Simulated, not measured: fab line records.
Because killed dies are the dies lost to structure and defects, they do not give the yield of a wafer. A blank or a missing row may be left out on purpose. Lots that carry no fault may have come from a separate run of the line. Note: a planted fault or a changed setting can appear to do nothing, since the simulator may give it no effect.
fab line records / flow berkeley_cmos170
record lots=5 wafers=27
route steps=331 shown START@3 M1@238
start_h: start of the lot's first displayed wafer, in hours after the record's first day / wait_h: hours elapsed since this lot's preceding step / " same as the row above / L1.1+2: a single row standing in for several wafers / - no value present, or no start provided / * or withheld: withheld / < > ~ a bound
route shown NAME@n: a module of which the file shows steps, and the number in the route of the first / usual: average and standard deviation across the fault-free wafers / same: alike in all rows / chamber/n: place in a boat / sites: per-site readings / _std_site: their standard deviation / _edge_site: outer sites' mean less inner sites' / radius_mm: for every site, how far away it sits from the centre of the wafer / mask NAME#n: copy n / behind: the last tool/chamber to shape the wafer / hold: why the lot was held/for how many hours/how that ended / device: which transistor (n, p or np) failed to switch / end of line: at the end of the route, the tests of the same wafers / a step without rows: its recipe alone / killed: at the first sort, the dies lost to defects and structure; wafer yield is something else / map: the dies of a wafer, with x for killed, . for not killed, _ for no die there
set.NAME: the setting as run; set.NAME@STEP: as run at that earlier step / model.NAME: the simulator's own value behind a step, which no gauge read
lots whose settings were changed on purpose; a table a step, a row a wafer
## steps
# step UCB170_START_OXIDATION_02
# recipe temp_c=950 ambient=O2 target_thk_a=200 ox_time_s=1800
lot.wafer=L079.1 tool=- chamber=- start_h=- wait_h=0.0 set.ox_time_s=1800 model.SiO2_of_START_OXIDATION_02.thk_nm=19.92
lot.wafer=L079.2 tool=- chamber=- start_h=- wait_h=0.0 set.ox_time_s=1800 model.SiO2_of_START_OXIDATION_02.thk_nm=19.88
lot.wafer=L079.3 tool=- chamber=- start_h=- wait_h=0.0 set.ox_time_s=1800 model.SiO2_of_START_OXIDATION_02.thk_nm=20.19
lot.wafer=L079.4 tool=- chamber=- start_h=- wait_h=0.0 set.ox_time_s=1800 model.SiO2_of_START_OXIDATION_02.thk_nm=20.39
lot.wafer=L079.5 tool=- chamber=- start_h=- wait_h=0.0 set.ox_time_s=1800 model.SiO2_of_START_OXIDATION_02.thk_nm=20.17
lot.wafer=L079.6 tool=- chamber=- start_h=- wait_h=0.0 set.ox_time_s=1800 model.SiO2_of_START_OXIDATION_02.thk_nm=19.89
lot.wafer=L081.1 tool=- chamber=- start_h=- wait_h=3.4 set.ox_time_s=1800 model.SiO2_of_START_OXIDATION_02.thk_nm=19.77
lot.wafer=L081.2+5 tool=- chamber=- start_h=- wait_h=3.4 set.ox_time_s=1800 model.SiO2_of_START_OXIDATION_02.thk_nm=19.64
lot.wafer=L081.3 tool=- chamber=- start_h=- wait_h=3.4 set.ox_time_s=1800 model.SiO2_of_START_OXIDATION_02.thk_nm=19.67
lot.wafer=L081.4 tool=- chamber=- start_h=- wait_h=3.4 set.ox_time_s=1800 model.SiO2_of_START_OXIDATION_02.thk_nm=19.95
lot.wafer=L081.6 tool=- chamber=- start_h=- wait_h=3.4 set.ox_time_s=1800 model.SiO2_of_START_OXIDATION_02.thk_nm=19.91
lot.wafer=L083.1 tool=- chamber=- start_h=- wait_h=2.5 set.ox_time_s=2376 model.SiO2_of_START_OXIDATION_02.thk_nm=24.16
lot.wafer=L083.2 tool=- chamber=- start_h=- wait_h=2.5 set.ox_time_s=2376 model.SiO2_of_START_OXIDATION_02.thk_nm=24.35
lot.wafer=L083.3 tool=- chamber=- start_h=- wait_h=2.5 set.ox_time_s=2376 model.SiO2_of_START_OXIDATION_02.thk_nm=24.43
lot.wafer=L083.4 tool=- chamber=- start_h=- wait_h=2.5 set.ox_time_s=2376 model.SiO2_of_START_OXIDATION_02.thk_nm=24.4
lot.wafer=L083.5 tool=- chamber=- start_h=- wait_h=2.5 set.ox_time_s=2376 model.SiO2_of_START_OXIDATION_02.thk_nm=24.23
lot.wafer=L083.6 tool=- chamber=- start_h=- wait_h=2.5 set.ox_time_s=2376 model.SiO2_of_START_OXIDATION_02.thk_nm=24.29
lot.wafer=L084.1 tool=- chamber=- start_h=- wait_h=2.8 set.ox_time_s=2282 model.SiO2_of_START_OXIDATION_02.thk_nm=22.93
lot.wafer=L084.2 tool=- chamber=- start_h=- wait_h=2.8 set.ox_time_s=2282 model.SiO2_of_START_OXIDATION_02.thk_nm=23.21
lot.wafer=L084.3 tool=- chamber=- start_h=- wait_h=2.8 set.ox_time_s=2282 model.SiO2_of_START_OXIDATION_02.thk_nm=23.08
lot.wafer=L084.4 tool=- chamber=- start_h=- wait_h=2.8 set.ox_time_s=2282 model.SiO2_of_START_OXIDATION_02.thk_nm=23.19
lot.wafer=L084.5 tool=- chamber=- start_h=- wait_h=2.8 set.ox_time_s=2282 model.SiO2_of_START_OXIDATION_02.thk_nm=23.31
lot.wafer=L084.6 tool=- chamber=- start_h=- wait_h=2.8 set.ox_time_s=2282 model.SiO2_of_START_OXIDATION_02.thk_nm=22.86
lot.wafer=L085.2 tool=furnace-04 chamber=0 start_h=70.31 wait_h=5.2 set.ox_time_s=1800 model.SiO2_of_START_OXIDATION_02.thk_nm=19.71
lot.wafer=L085.4 tool=furnace-04 chamber=0 start_h=70.31 wait_h=5.2 set.ox_time_s=1800 model.SiO2_of_START_OXIDATION_02.thk_nm=19.84
lot.wafer=L085.6 tool=furnace-04 chamber=0 start_h=70.31 wait_h=5.2 set.ox_time_s=1800 model.SiO2_of_START_OXIDATION_02.thk_nm=19.88
# step UCB170_START_THK_MEAS_03
# recipe reads=SiO2_of_START_OXIDATION_02
# usual START_OXIDE_THK=19.96/0.27
lot.wafer=L079.1 tool=film_metro-01 chamber=- start_h=- wait_h=- set.ox_time_s@START_OXIDATION_02=1800 START_OXIDE_THK[nm]=19.96
lot.wafer=L079.2 tool=film_metro-01 chamber=- start_h=- wait_h=- set.ox_time_s@START_OXIDATION_02=1800 START_OXIDE_THK[nm]=19.95
lot.wafer=L079.3 tool=film_metro-01 chamber=- start_h=- wait_h=- set.ox_time_s@START_OXIDATION_02=1800 START_OXIDE_THK[nm]=20.16
lot.wafer=L079.4 tool=film_metro-01 chamber=- start_h=- wait_h=- set.ox_time_s@START_OXIDATION_02=1800 START_OXIDE_THK[nm]=20.36
lot.wafer=L079.5 tool=film_metro-01 chamber=- start_h=- wait_h=- set.ox_time_s@START_OXIDATION_02=1800 START_OXIDE_THK[nm]=20.15
lot.wafer=L079.6 tool=film_metro-01 chamber=- start_h=- wait_h=- set.ox_time_s@START_OXIDATION_02=1800 START_OXIDE_THK[nm]=19.96
lot.wafer=L081.1 tool=film_metro-02 chamber=- start_h=- wait_h=- set.ox_time_s@START_OXIDATION_02=1800 START_OXIDE_THK[nm]=19.79
lot.wafer=L081.2 tool=film_metro-02 chamber=- start_h=- wait_h=- set.ox_time_s@START_OXIDATION_02=1800 START_OXIDE_THK[nm]=19.60
lot.wafer=L081.3 tool=film_metro-02 chamber=- start_h=- wait_h=- set.ox_time_s@START_OXIDATION_02=1800 START_OXIDE_THK[nm]=19.62
lot.wafer=L081.4 tool=film_metro-02 chamber=- start_h=- wait_h=- set.ox_time_s@START_OXIDATION_02=1800 START_OXIDE_THK[nm]=19.91
lot.wafer=L081.5 tool=film_metro-02 chamber=- start_h=- wait_h=- set.ox_time_s@START_OXIDATION_02=1800 START_OXIDE_THK[nm]=19.69
lot.wafer=L081.6 tool=film_metro-02 chamber=- start_h=- wait_h=- set.ox_time_s@START_OXIDATION_02=1800 START_OXIDE_THK[nm]=19.92
lot.wafer=L083.1 tool=film_metro-01 chamber=- start_h=- wait_h=- set.ox_time_s@START_OXIDATION_02=2376 START_OXIDE_THK[nm]=24.13
lot.wafer=L083.2 tool=film_metro-01 chamber=- start_h=- wait_h=- set.ox_time_s@START_OXIDATION_02=2376 START_OXIDE_THK[nm]=24.33
lot.wafer=L083.3 tool=film_metro-01 chamber=- start_h=- wait_h=- set.ox_time_s@START_OXIDATION_02=2376 START_OXIDE_THK[nm]=24.38
lot.wafer=L083.4 tool=film_metro-01 chamber=- start_h=- wait_h=- set.ox_time_s@START_OXIDATION_02=2376 START_OXIDE_THK[nm]=24.37
lot.wafer=L083.5 tool=film_metro-01 chamber=- start_h=- wait_h=- set.ox_time_s@START_OXIDATION_02=2376 START_OXIDE_THK[nm]=24.19
lot.wafer=L083.6 tool=film_metro-01 chamber=- start_h=- wait_h=- set.ox_time_s@START_OXIDATION_02=2376 START_OXIDE_THK[nm]=24.28
lot.wafer=L084.1 tool=film_metro-02 chamber=- start_h=- wait_h=- set.ox_time_s@START_OXIDATION_02=2282 START_OXIDE_THK[nm]=22.94
lot.wafer=L084.2 tool=film_metro-02 chamber=- start_h=- wait_h=- set.ox_time_s@START_OXIDATION_02=2282 START_OXIDE_THK[nm]=23.22
lot.wafer=L084.3 tool=film_metro-02 chamber=- start_h=- wait_h=- set.ox_time_s@START_OXIDATION_02=2282 START_OXIDE_THK[nm]=23.09
lot.wafer=L084.4 tool=film_metro-02 chamber=- start_h=- wait_h=- set.ox_time_s@START_OXIDATION_02=2282 START_OXIDE_THK[nm]=23.23
lot.wafer=L084.5 tool=film_metro-02 chamber=- start_h=- wait_h=- set.ox_time_s@START_OXIDATION_02=2282 START_OXIDE_THK[nm]=23.32
lot.wafer=L084.6 tool=film_metro-02 chamber=- start_h=- wait_h=- set.ox_time_s@START_OXIDATION_02=2282 START_OXIDE_THK[nm]=22.87
lot.wafer=L085.2 tool=film_metro-02 chamber=- start_h=71.82 wait_h=0.0 set.ox_time_s@START_OXIDATION_02=1800 START_OXIDE_THK[nm]=19.70
lot.wafer=L085.4 tool=film_metro-02 chamber=- start_h=71.82 wait_h=0.0 set.ox_time_s@START_OXIDATION_02=1800 START_OXIDE_THK[nm]=19.88
lot.wafer=L085.6 tool=film_metro-02 chamber=- start_h=71.82 wait_h=0.0 set.ox_time_s@START_OXIDATION_02=1800 START_OXIDE_THK[nm]=19.83
# step UCB170_M1_SPUTTER_00
# recipe material=Al target_thk_nm=600 time_s=80 power_w=6000 chamber_pressure_pa=0.5
lot.wafer=L079.1 tool=pvd_sputter-04 chamber=- start_h=196.03 wait_h=0.0 set.time_s=80 model.Al_of_M1_SPUTTER_00.thk_nm=598
lot.wafer=L079.2 tool=pvd_sputter-04 chamber=- start_h=196.03 wait_h=0.0 set.time_s=80 model.Al_of_M1_SPUTTER_00.thk_nm=594.8
lot.wafer=L079.3 tool=pvd_sputter-04 chamber=- start_h=196.03 wait_h=0.0 set.time_s=114.5 model.Al_of_M1_SPUTTER_00.thk_nm=851.4
lot.wafer=L079.4 tool=pvd_sputter-04 chamber=- start_h=196.03 wait_h=0.0 set.time_s=114.5 model.Al_of_M1_SPUTTER_00.thk_nm=852.8
lot.wafer=L079.5 tool=pvd_sputter-04 chamber=- start_h=196.03 wait_h=0.0 set.time_s=114.5 model.Al_of_M1_SPUTTER_00.thk_nm=851
lot.wafer=L079.6 tool=pvd_sputter-04 chamber=- start_h=196.03 wait_h=0.0 set.time_s=80 model.Al_of_M1_SPUTTER_00.thk_nm=590.9
lot.wafer=L081.1 tool=pvd_sputter-02 chamber=- start_h=213.03 wait_h=0.0 set.time_s=80 model.Al_of_M1_SPUTTER_00.thk_nm=601.4
lot.wafer=L081.2 tool=pvd_sputter-02 chamber=- start_h=213.03 wait_h=0.0 set.time_s=80 model.Al_of_M1_SPUTTER_00.thk_nm=605.1
lot.wafer=L081.3 tool=pvd_sputter-02 chamber=- start_h=213.03 wait_h=0.0 set.time_s=80 model.Al_of_M1_SPUTTER_00.thk_nm=601.7
lot.wafer=L081.4 tool=pvd_sputter-02 chamber=- start_h=213.03 wait_h=0.0 set.time_s=80 model.Al_of_M1_SPUTTER_00.thk_nm=609
lot.wafer=L081.5 tool=pvd_sputter-02 chamber=- start_h=213.03 wait_h=0.0 set.time_s=80 model.Al_of_M1_SPUTTER_00.thk_nm=605.9
lot.wafer=L081.6 tool=pvd_sputter-02 chamber=- start_h=213.03 wait_h=0.0 set.time_s=80 model.Al_of_M1_SPUTTER_00.thk_nm=604.2
lot.wafer=L083.1 tool=pvd_sputter-03 chamber=- start_h=225.86 wait_h=0.0 set.time_s=43.77 model.Al_of_M1_SPUTTER_00.thk_nm=329.4
lot.wafer=L083.2 tool=pvd_sputter-03 chamber=- start_h=225.86 wait_h=0.0 set.time_s=43.77 model.Al_of_M1_SPUTTER_00.thk_nm=334.7
lot.wafer=L083.3 tool=pvd_sputter-03 chamber=- start_h=225.86 wait_h=0.0 set.time_s=80 model.Al_of_M1_SPUTTER_00.thk_nm=604.6
lot.wafer=L083.4 tool=pvd_sputter-03 chamber=- start_h=225.86 wait_h=0.0 set.time_s=80 model.Al_of_M1_SPUTTER_00.thk_nm=605.8
lot.wafer=L083.5 tool=pvd_sputter-03 chamber=- start_h=225.86 wait_h=0.0 set.time_s=80 model.Al_of_M1_SPUTTER_00.thk_nm=604.7
lot.wafer=L083.6 tool=pvd_sputter-03 chamber=- start_h=225.86 wait_h=0.0 set.time_s=43.77 model.Al_of_M1_SPUTTER_00.thk_nm=329.9
lot.wafer=L084.1 tool=pvd_sputter-04 chamber=- start_h=238.90 wait_h=0.0 set.time_s=92.98 model.Al_of_M1_SPUTTER_00.thk_nm=703.4
lot.wafer=L084.2 tool=pvd_sputter-04 chamber=- start_h=238.90 wait_h=0.0 set.time_s=80 model.Al_of_M1_SPUTTER_00.thk_nm=604.7
lot.wafer=L084.3 tool=pvd_sputter-04 chamber=- start_h=238.90 wait_h=0.0 set.time_s=80 model.Al_of_M1_SPUTTER_00.thk_nm=604.3
lot.wafer=L084.4 tool=pvd_sputter-04 chamber=- start_h=238.90 wait_h=0.0 set.time_s=80 model.Al_of_M1_SPUTTER_00.thk_nm=601.6
lot.wafer=L084.5 tool=pvd_sputter-04 chamber=- start_h=238.90 wait_h=0.0 set.time_s=92.98 model.Al_of_M1_SPUTTER_00.thk_nm=702.9
lot.wafer=L084.6 tool=pvd_sputter-04 chamber=- start_h=238.90 wait_h=0.0 set.time_s=92.98 model.Al_of_M1_SPUTTER_00.thk_nm=701.7
lot.wafer=L085.2 tool=pvd_sputter-03 chamber=- start_h=247.20 wait_h=0.0 set.time_s=80 model.Al_of_M1_SPUTTER_00.thk_nm=606
lot.wafer=L085.4 tool=pvd_sputter-03 chamber=- start_h=247.20 wait_h=0.0 set.time_s=80 model.Al_of_M1_SPUTTER_00.thk_nm=608.4
lot.wafer=L085.6 tool=pvd_sputter-03 chamber=- start_h=247.20 wait_h=0.0 set.time_s=80 model.Al_of_M1_SPUTTER_00.thk_nm=609.9
# step UCB170_M1_RS_MEAS_01
# recipe thk_meas_gauge=four-point-probe reads=Al_of_M1_SPUTTER_00
# usual M1_AL_RS=0.0485/0.00051
lot.wafer=L079.1 tool=film_metro-04 chamber=- start_h=196.09 wait_h=0.0 set.time_s@M1_SPUTTER_00=80 M1_AL_RS[ohm/sq]=0.0488
lot.wafer=L079.2 tool=film_metro-04 chamber=- start_h=196.09 wait_h=0.0 set.time_s@M1_SPUTTER_00=80 M1_AL_RS[ohm/sq]=0.0489
lot.wafer=L079.3 tool=film_metro-04 chamber=- start_h=196.09 wait_h=0.0 set.time_s@M1_SPUTTER_00=114.5 M1_AL_RS[ohm/sq]=0.0340
lot.wafer=L079.4 tool=film_metro-04 chamber=- start_h=196.09 wait_h=0.0 set.time_s@M1_SPUTTER_00=114.5 M1_AL_RS[ohm/sq]=0.0339
lot.wafer=L079.5 tool=film_metro-04 chamber=- start_h=196.09 wait_h=0.0 set.time_s@M1_SPUTTER_00=114.5 M1_AL_RS[ohm/sq]=0.0340
lot.wafer=L079.6 tool=film_metro-04 chamber=- start_h=196.09 wait_h=0.0 set.time_s@M1_SPUTTER_00=80 M1_AL_RS[ohm/sq]=0.0493
lot.wafer=L081.1 tool=film_metro-02 chamber=- start_h=213.09 wait_h=0.0 set.time_s@M1_SPUTTER_00=80 M1_AL_RS[ohm/sq]=0.0484
lot.wafer=L081.2 tool=film_metro-02 chamber=- start_h=213.09 wait_h=0.0 set.time_s@M1_SPUTTER_00=80 M1_AL_RS[ohm/sq]=0.0481
lot.wafer=L081.3 tool=film_metro-02 chamber=- start_h=213.09 wait_h=0.0 set.time_s@M1_SPUTTER_00=80 M1_AL_RS[ohm/sq]=0.0483
lot.wafer=L081.4 tool=film_metro-02 chamber=- start_h=213.09 wait_h=0.0 set.time_s@M1_SPUTTER_00=80 M1_AL_RS[ohm/sq]=0.0478
lot.wafer=L081.5 tool=film_metro-02 chamber=- start_h=213.09 wait_h=0.0 set.time_s@M1_SPUTTER_00=80 M1_AL_RS[ohm/sq]=0.0480
lot.wafer=L081.6 tool=film_metro-02 chamber=- start_h=213.09 wait_h=0.0 set.time_s@M1_SPUTTER_00=80 M1_AL_RS[ohm/sq]=0.0482
lot.wafer=L083.1 tool=film_metro-04 chamber=- start_h=225.92 wait_h=0.0 set.time_s@M1_SPUTTER_00=43.77 M1_AL_RS[ohm/sq]=0.0896
lot.wafer=L083.2 tool=film_metro-04 chamber=- start_h=225.92 wait_h=0.0 set.time_s@M1_SPUTTER_00=43.77 M1_AL_RS[ohm/sq]=0.0885
lot.wafer=L083.3 tool=film_metro-04 chamber=- start_h=225.92 wait_h=0.0 set.time_s@M1_SPUTTER_00=80 M1_AL_RS[ohm/sq]=0.0482
lot.wafer=L083.4 tool=film_metro-04 chamber=- start_h=225.92 wait_h=0.0 set.time_s@M1_SPUTTER_00=80 M1_AL_RS[ohm/sq]=0.0481
lot.wafer=L083.5 tool=film_metro-04 chamber=- start_h=225.92 wait_h=0.0 set.time_s@M1_SPUTTER_00=80 M1_AL_RS[ohm/sq]=0.0482
lot.wafer=L083.6 tool=film_metro-04 chamber=- start_h=225.92 wait_h=0.0 set.time_s@M1_SPUTTER_00=43.77 M1_AL_RS[ohm/sq]=0.0897
lot.wafer=L084.1 tool=film_metro-04 chamber=- start_h=238.96 wait_h=0.0 set.time_s@M1_SPUTTER_00=92.98 M1_AL_RS[ohm/sq]=0.0413
lot.wafer=L084.2 tool=film_metro-04 chamber=- start_h=238.96 wait_h=0.0 set.time_s@M1_SPUTTER_00=80 M1_AL_RS[ohm/sq]=0.0482
lot.wafer=L084.3 tool=film_metro-04 chamber=- start_h=238.96 wait_h=0.0 set.time_s@M1_SPUTTER_00=80 M1_AL_RS[ohm/sq]=0.0482
lot.wafer=L084.4 tool=film_metro-04 chamber=- start_h=238.96 wait_h=0.0 set.time_s@M1_SPUTTER_00=80 M1_AL_RS[ohm/sq]=0.0484
lot.wafer=L084.5 tool=film_metro-04 chamber=- start_h=238.96 wait_h=0.0 set.time_s@M1_SPUTTER_00=92.98 M1_AL_RS[ohm/sq]=0.0413
lot.wafer=L084.6 tool=film_metro-04 chamber=- start_h=238.96 wait_h=0.0 set.time_s@M1_SPUTTER_00=92.98 M1_AL_RS[ohm/sq]=0.0414
lot.wafer=L085.2 tool=film_metro-04 chamber=- start_h=247.28 wait_h=0.1 set.time_s@M1_SPUTTER_00=80 M1_AL_RS[ohm/sq]=0.0481
lot.wafer=L085.4 tool=film_metro-04 chamber=- start_h=247.28 wait_h=0.1 set.time_s@M1_SPUTTER_00=80 M1_AL_RS[ohm/sq]=0.0479
lot.wafer=L085.6 tool=film_metro-04 chamber=- start_h=247.28 wait_h=0.1 set.time_s@M1_SPUTTER_00=80 M1_AL_RS[ohm/sq]=0.0477
# step UCB170_M1_THK_MEAS_02
# recipe thk_meas_gauge=xrf reads=Al_of_M1_SPUTTER_00
# usual M1_AL_THK=592/5.8
lot.wafer=L079.1 tool=film_metro-04 chamber=- start_h=196.21 wait_h=0.1 set.time_s@M1_SPUTTER_00=80 M1_AL_THK[nm]=589
lot.wafer=L079.2 tool=film_metro-04 chamber=- start_h=196.21 wait_h=0.1 set.time_s@M1_SPUTTER_00=80 M1_AL_THK[nm]=589
lot.wafer=L079.3 tool=film_metro-04 chamber=- start_h=196.21 wait_h=0.1 set.time_s@M1_SPUTTER_00=114.5 M1_AL_THK[nm]=844
lot.wafer=L079.4 tool=film_metro-04 chamber=- start_h=196.21 wait_h=0.1 set.time_s@M1_SPUTTER_00=114.5 M1_AL_THK[nm]=840
lot.wafer=L079.5 tool=film_metro-04 chamber=- start_h=196.21 wait_h=0.1 set.time_s@M1_SPUTTER_00=114.5 M1_AL_THK[nm]=839
lot.wafer=L079.6 tool=film_metro-04 chamber=- start_h=196.21 wait_h=0.1 set.time_s@M1_SPUTTER_00=80 M1_AL_THK[nm]=582
lot.wafer=L081.1 tool=film_metro-02 chamber=- start_h=213.21 wait_h=0.1 set.time_s@M1_SPUTTER_00=80 M1_AL_THK[nm]=596
lot.wafer=L081.2 tool=film_metro-02 chamber=- start_h=213.21 wait_h=0.1 set.time_s@M1_SPUTTER_00=80 M1_AL_THK[nm]=600
lot.wafer=L081.3 tool=film_metro-02 chamber=- start_h=213.21 wait_h=0.1 set.time_s@M1_SPUTTER_00=80 M1_AL_THK[nm]=592
lot.wafer=L081.4 tool=film_metro-02 chamber=- start_h=213.21 wait_h=0.1 set.time_s@M1_SPUTTER_00=80 M1_AL_THK[nm]=601
lot.wafer=L081.5 tool=film_metro-02 chamber=- start_h=213.21 wait_h=0.1 set.time_s@M1_SPUTTER_00=80 M1_AL_THK[nm]=598
lot.wafer=L081.6 tool=film_metro-02 chamber=- start_h=213.21 wait_h=0.1 set.time_s@M1_SPUTTER_00=80 M1_AL_THK[nm]=596
lot.wafer=L083.1 tool=film_metro-04 chamber=- start_h=226.04 wait_h=0.1 set.time_s@M1_SPUTTER_00=43.77 M1_AL_THK[nm]=323
lot.wafer=L083.2 tool=film_metro-04 chamber=- start_h=226.04 wait_h=0.1 set.time_s@M1_SPUTTER_00=43.77 M1_AL_THK[nm]=329
lot.wafer=L083.3 tool=film_metro-04 chamber=- start_h=226.04 wait_h=0.1 set.time_s@M1_SPUTTER_00=80 M1_AL_THK[nm]=593
lot.wafer=L083.4 tool=film_metro-04 chamber=- start_h=226.04 wait_h=0.1 set.time_s@M1_SPUTTER_00=80 M1_AL_THK[nm]=593
lot.wafer=L083.5 tool=film_metro-04 chamber=- start_h=226.04 wait_h=0.1 set.time_s@M1_SPUTTER_00=80 M1_AL_THK[nm]=587
lot.wafer=L083.6 tool=film_metro-04 chamber=- start_h=226.04 wait_h=0.1 set.time_s@M1_SPUTTER_00=43.77 M1_AL_THK[nm]=326
lot.wafer=L084.1 tool=film_metro-04 chamber=- start_h=239.08 wait_h=0.1 set.time_s@M1_SPUTTER_00=92.98 M1_AL_THK[nm]=692
lot.wafer=L084.2 tool=film_metro-04 chamber=- start_h=239.08 wait_h=0.1 set.time_s@M1_SPUTTER_00=80 M1_AL_THK[nm]=594
lot.wafer=L084.3 tool=film_metro-04 chamber=- start_h=239.08 wait_h=0.1 set.time_s@M1_SPUTTER_00=80 M1_AL_THK[nm]=595
lot.wafer=L084.4 tool=film_metro-04 chamber=- start_h=239.08 wait_h=0.1 set.time_s@M1_SPUTTER_00=80 M1_AL_THK[nm]=591
lot.wafer=L084.5 tool=film_metro-04 chamber=- start_h=239.08 wait_h=0.1 set.time_s@M1_SPUTTER_00=92.98 M1_AL_THK[nm]=692
lot.wafer=L084.6 tool=film_metro-04 chamber=- start_h=239.08 wait_h=0.1 set.time_s@M1_SPUTTER_00=92.98 M1_AL_THK[nm]=688
lot.wafer=L085.2 tool=film_metro-04 chamber=- start_h=247.39 wait_h=0.1 set.time_s@M1_SPUTTER_00=80 M1_AL_THK[nm]=600
lot.wafer=L085.4 tool=film_metro-04 chamber=- start_h=247.39 wait_h=0.1 set.time_s@M1_SPUTTER_00=80 M1_AL_THK[nm]=603
lot.wafer=L085.6 tool=film_metro-04 chamber=- start_h=247.39 wait_h=0.1 set.time_s@M1_SPUTTER_00=80 M1_AL_THK[nm]=604
## key
split step=UCB170_START_OXIDATION_02 setting=ox_time_s stated=1800 by=lot
response step=UCB170_START_OXIDATION_02 reading=model.SiO2_of_START_OXIDATION_02.thk_nm change=+0.131 per=1% r=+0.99
response step=UCB170_START_THK_MEAS_03 reading=START_OXIDE_THK change=+0.13 per=1% r=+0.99
split step=UCB170_M1_SPUTTER_00 setting=time_s stated=80 by=wafer
response step=UCB170_M1_SPUTTER_00 reading=model.Al_of_M1_SPUTTER_00.thk_nm change=+6.01 per=1% r=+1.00
response step=UCB170_M1_RS_MEAS_01 reading=M1_AL_RS change=-0.000628 per=1% r=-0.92
response step=UCB170_M1_THK_MEAS_02 reading=M1_AL_THK change=+5.87 per=1% r=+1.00
